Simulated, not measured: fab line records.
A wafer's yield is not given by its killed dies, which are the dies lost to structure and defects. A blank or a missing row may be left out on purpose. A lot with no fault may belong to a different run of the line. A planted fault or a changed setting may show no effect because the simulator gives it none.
Lot-split experiment ; flow berkeley_cmos170 ; route with 331 steps; 5 lots, 27 wafers read

## ON THE SPLIT
At UCB170_GATE_ETCH_15 (etches poly-Si in HBr/Cl2, stops on SiO2, time 56.3 s, target depth 278.2 nm), the setting target_depth_a was moved away from the recipe's 2782 angstrom on 9 of the 27 wafers read, by -56.2% to +46.6%. For the rest of the wafers, this setting stayed at what the recipe calls for.

The reading is taken at the split's own step.

## THE READING
oes_product_au, in a.u., at UCB170_GATE_ETCH_15 (etches poly-Si in HBr/Cl2, stops on SiO2, time 56.3 s, target depth 278.2 nm). Typical for fault-free wafers on this fab line: 0.822 a.u., with standard deviation 0.012 a.u.

wafer;tool, chamber at the split;target_depth_a as run, angstrom;against the recipe;oes_product_au, a.u.;against lot-mates on the recipe
L076.1;rie_si-01, 0;1219;-56.2%;0.985;+0.168
L076.2;rie_si-01, 1;1219;-56.2%;1.000;+0.183
L076.3;rie_si-01, 3;1219;-56.2%;1.000;+0.183
L076.4;rie_si-01, 1;2782;recipe;0.826;-
L076.5;rie_si-01, 0;2782;recipe;0.805;-
L076.6;rie_si-01, 3;2782;recipe;0.821;-
L075.1;rie_si-02, 1;2782;recipe;0.829;-
L075.2;rie_si-02, 3;2782;recipe;0.798;-
L075.3;rie_si-02, 0;2782;recipe;0.826;-
L075.4;rie_si-02, 2;2782;recipe;0.834;-
L075.5;rie_si-02, 3;2782;recipe;0.814;-
L075.6;rie_si-02, 0;2782;recipe;0.821;-
L077.1;rie_si-02, 2;2782;recipe;0.834;-
L077.2;rie_si-02, 3;4078;+46.6%;0.642;-0.186
L077.3;rie_si-02, 1;2782;recipe;0.825;-
L077.4;rie_si-02, 0;2782;recipe;0.825;-
L077.5;rie_si-02, 3;4078;+46.6%;0.628;-0.200
L077.6;rie_si-02, 0;4078;+46.6%;0.651;-0.177
L081.1;rie_si-01, 0;2782;recipe;0.812;-
L081.2;rie_si-01, 1;2782;recipe;0.829;-
L081.4;rie_si-01, 0;2782;recipe;0.824;-
L085.1;rie_si-01, 2;2782;recipe;0.805;-
L085.2;rie_si-01, 1;3911;+40.6%;0.654;-0.155
L085.3;rie_si-01, 3;2782;recipe;0.817;-
L085.4;rie_si-01, 0;2782;recipe;0.805;-
L085.5;rie_si-01, 2;3911;+40.6%;0.646;-0.163
L085.6;rie_si-01, 1;3911;+40.6%;0.654;-0.155

FIT RESULTS
A straight line over all 27 wafers: oes_product_au changes by -0.00356 a.u. for each +1% of target_depth_a; r = -0.99; the points scatter about the line by 0.014 a.u.
The same after taking each lot's own level away (the mean of its wafers on the recipe; 27 wafers): -0.00357 a.u. for each +1%; r = -0.99; scatter 0.013 a.u.
According to that fit, moving target_depth_a by its largest amount changes the reading by 0.2 a.u.
Measured against the standard deviation above, the lots' own levels, which go from 0.8090 to 0.8280 a.u., span 1.6 times it.
The two slopes are in agreement: the lot-to-lot level therefore moves the slope only a little.
Check: +0.202 a.u. against its lot-mates is what the line predicts for one of the wafers moved furthest among these (-56.2%) when that wafer is left out of the fit. It came out at +0.168 a.u. against them.
Tool readings at the split's step, against how far the setting was moved: oes_product_au r = -0.99.

## OTHER SPLITS APPLIED TO THESE WAFERS
Other splits were also applied to these wafers ahead of the reading. Each is held against what the fit with the lots' levels taken away leaves over:
other split on the same wafers;wafers away from the commonest value;r with oes_product_au (lot level and that fit taken away)
UCB170_START_OXIDATION_02 ox_time_s;18;+0.23
UCB170_PWELL_ETCH_14 time_s;9;-0.28

## THE WHOLE CHAIN: every reading that the file lists as answering this split, in the file's order
step;what it does;reading;change (the file's fit);r (the file's)
UCB170_GATE_ETCH_15;etches poly-Si in HBr/Cl2, stops on SiO2, time 56.3 s, target depth 278.2 nm;oes_product_au;-0.0036 a.u. for each +1% of the setting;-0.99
UCB170_GATE_ETCH_15;etches poly-Si in HBr/Cl2, stops on SiO2, time 56.3 s, target depth 278.2 nm;KrF_of_GATE_COAT_07.thk_nm (the simulator's own value, which no gauge read);-1.09 nm for each +1% of the setting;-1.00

## FILE'S OWN FIT
oes_product_au changes by -0.0036 a.u. for each +1% of target_depth_a, r = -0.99.
